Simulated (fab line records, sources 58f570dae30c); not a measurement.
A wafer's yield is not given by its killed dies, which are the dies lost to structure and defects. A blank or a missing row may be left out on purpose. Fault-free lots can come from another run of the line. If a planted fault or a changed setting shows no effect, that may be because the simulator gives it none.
One fault seen from 2 desks    flow berkeleyCmos170    numbers are kept per desk, each desk with only its own; the story behind them comes last

== AT THE METROLOGY DESK ==
What the gauges read for every lot (on any tool): the sampled wafers with a number, averaged. The brackets show how far a lot's mean lies from the usual mean; more than 4 standard deviations puts the lot out of limits, marked OUT.
Columns: A = FIELD_OXIDE_THK at UCB170_FIELD_THK_MEAS_02, usual 557 nm; B = V1_BOW at UCB170_V1_BOW_MEAS_03, usual 18 um
lot   first seen here  A    B
L494  day 4 13:11      572  15
L495  day 4 13:11      566  23
L497  day 5 02:52      549  21
L496  day 5 02:53      558  14
L498  day 5 14:13      552  19
L500  day 5 23:17      552  18
L502  day 6 11:28      550  14
L503  day 6 11:28      544  20
L505  day 7 00:16      577  17
L509  day 7 19:28      571  23
L510  day 8 01:22      557  13
L513  day 8 19:40      564  17
L514  day 9 03:05      547  16
L515  day 9 03:05      544  15
This desk found nothing out of limits on any of the 14 lots.

== AT THE TOOL OWNER'S DESK: lithoTrack-01 ==
The tool's own readings at UCB170_PLDD_DEVELOP_05 (develop time 45 s): means of the sampled wafers that have a number, for each lot that ran on this tool. The brackets show how far a lot's mean lies from the usual mean; more than 4 standard deviations puts the lot out of limits, marked OUT.
Columns: A = developerTempC at UCB170_PLDD_DEVELOP_05, usual 21.00 C
lot   first seen here  A
L503  day 8 08:00      21.13
L505  day 8 16:00      20.91
L509  day 9 09:00      21.83 (+8.3) OUT
L510  day 9 18:00      21.71 (+7.1) OUT
This desk finds L509, L510 out of limits, L509 being first, at day 9 09:00 (developerTempC at UCB170_PLDD_DEVELOP_05). L503, L505: within limits.

== ALL TOGETHER ==
The tool owner's desk had the chance to raise an alarm at day 9 09:00 on L509, L510.
At the metrology desk, nothing out of limits was observed.
The metrology desk holds a record of L509, L510, inside its limits.
Every lot named ran UCB170_PLDD_DEVELOP_05 on lithoTrack-01.

== WHAT THE SIMULATOR HAD INSERTED ==
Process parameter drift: lithoTrack-01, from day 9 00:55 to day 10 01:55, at UCB170_PLDD_DEVELOP_05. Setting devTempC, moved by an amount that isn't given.
Struck lots among those shown: L509, L510.
How many hours passed from the start of the fault until each desk's first out-of-limits reading: the tool owner's desk, 8.
